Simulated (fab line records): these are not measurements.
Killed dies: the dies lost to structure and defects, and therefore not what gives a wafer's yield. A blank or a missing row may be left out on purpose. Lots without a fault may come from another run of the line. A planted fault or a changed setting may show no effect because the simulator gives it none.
A struck lot beside a sound one + flow rit-cmos + 15 out of 202 route steps
Sound: the wafers L495.1, L495.4, L495.5. Struck: wafers L502.2, L502.3, L502.4. The cause is given at the end.
For every step that has rows: the tool of each side, followed by ch and its chambers, followed by its first start. Under that, the readings that differ: sound wafers + struck wafers + difference of the means + sigmas: that difference in standard deviations of wafers without a fault.
alike: same words and numbers on both sides, and readings whose means sit less than 2 such deviations apart. not compared: any withheld reading, any reading some wafer has no value for, any bound like >300 that may hide the same value, and any number with overlapping values for which the record gives no deviation.
Wherever a step has rows on one side only, a row that says differs or no value, or a row with sigmas, the two part there. Numbers that don't overlap but have no deviation are shown without sigmas and don't part them. A reading that every wafer of one side lacks parts them only if that side has two wafers or more.

RIT_SILICIDE_RTA_06: time 10 s, ramp up 5 s, ramp down 10 s.
  sound on rtp-anneal-01 ch 0, day 4 22:44; struck on rtp-anneal-02 ch 0, day 6 06:01
  alike: wafer_temp_C_max
RIT_CONTACT_CVD_00: deposits SiO2 from TEOS, target thk 400 nm, time 58.18 s.
  sound on pecvd-03 ch 0,1,2, day 4 22:48; struck on pecvd-02 ch 1,2, day 6 06:05
  alike: heater-power-w
RIT_CONTACT_THK_MEAS_01:
  struck on film-metro-01, day 6 06:08; sound on film-metro-02, day 4 22:51
  alike: CONTACT_TEOS_THK
then, 6 steps without rows for these wafers: RIT_CONTACT_HMDS_02 (prime time 60 s); RIT_CONTACT_COAT_03 (resist thk 1000 nm); RIT_CONTACT_SOFTBAKE_04 (time 60 s); RIT_CONTACT_EXPOSE_05 (exposes mask M11, target cd 1000 nm); RIT_CONTACT_PEB_06; RIT_CONTACT_DEVELOP_07 (develop time 120 s).
RIT_CONTACT_CD_MEAS_08 targets a cd of 1000 nm.
  struck on cd-sem-01, day 6 07:13; sound on cd-sem-01, day 5 00:00
  alike: cd-nm
RIT_CONTACT_OVL_MEAS_09:
  struck on overlay-01, day 6 07:19; sound on overlay-01, day 5 00:07
| reading          | sound          | struck      | difference | sigmas |
|------------------|----------------|-------------|------------|--------|
| CONTACT_OVL (nm) | -2.2 -1.9 -3.0 | 3.2 2.0 2.5 | +4.9       | +3     |
then, 1 step without rows for these wafers: RIT_CONTACT_HARDBAKE_10 (time 60 s).
RIT_CONTACT_ETCH_11: etches SiO2 in CHF3/CF4/Ar, stops on TiSi2, target depth 480 nm, time 320 s.
  sound on rie-diel-02 ch 0,1,3, day 5 00:19; struck on rie-diel-02 ch 1,2,3, day 6 07:30
| reading                                      | sound             | struck            | difference | sigmas      |
|----------------------------------------------|-------------------|-------------------|------------|-------------|
| rf-fwd-power-W (W)                           | 200.6 200.0 199.6 | 298.9 301.1 298.7 | +99.5      | +99 or more |
| model.NOVOLAK_of_CONTACT_COAT_03.thk-nm (nm) | 767.5 766.7 766.9 | 743.2 740.3 745.7 | -24.0      |             |
  alike: drypump-motor-current-A, oes-product-au, throttle-valve-pct
  not compared: rf-hours-counter-h
RIT_CONTACT_STRIP_12: strips in O2, time 180 s.
  sound on plasma-asher-03 ch 0, day 5 00:30; struck on plasma-asher-01 ch 0,1, day 6 07:41
  alike: drypump-motor-current-A, rf-refl-power-W
  not compared: rf-hours-counter-h
RIT_M1_PROBE_99:
  struck on prober-02, day 7 14:47; sound on prober-01, day 5 05:17
| reading                                      | sound                      | struck                     | difference | sigmas |
|----------------------------------------------|----------------------------|----------------------------|------------|--------|
| model.etest.antenna-contact.gate-log10-a-cm2 | -5.69 -5.863 -5.835        | -4.837 -4.912 -4.743       | +0.965     |        |
| model.etest.nmos_0p15.junction-log10-a-um    | -13.34 -13.47 -13.59       | -12.55 -12.39 -12.71       | +0.92      |        |
| model.etest.nmos-narrow.off-log10-a-um       | -13.05 -13.27 -13.23       | -12.46 -12.35 -12.6        | +0.71      |        |
| model.etest.gate-end-array.leak-log10-a-um   | -12.79 -12.89 -12.78       | -12.25 -12.16 -12.3        | +0.58      |        |
| model.etest.nmos_0p3.off-log10-a-um          | -12.97 -13.04 -12.99       | -12.43 -12.33 -12.5        | +0.58      |        |
| model.etest.pmos_0p15.junction-log10-a-um    | -13.88 -13.81 -13.79       | -13.37 -13.25 -13.44       | +0.47      |        |
| model.etest.antenna-contact.vt-shift-v (V)   | -0.01458 -0.01228 -0.01141 | -0.05372 -0.05362 -0.05201 | -0.04036   |        |
  alike: killed-at-contacts, killed-at-front-end, killed-dies, killed-open, killed-short
  not compared: model.etest.contact-diode-array.leak-log10-a

== WHERE THEY PART ==
Last at RIT_CONTACT_ETCH_11 as far as this record goes, first at RIT_CONTACT_OVL_MEAS_09. Later steps at which nothing parts them and some readings are alike: RIT_CONTACT_STRIP_12, RIT_M1_PROBE_99.

WHY: what the simulator had put in
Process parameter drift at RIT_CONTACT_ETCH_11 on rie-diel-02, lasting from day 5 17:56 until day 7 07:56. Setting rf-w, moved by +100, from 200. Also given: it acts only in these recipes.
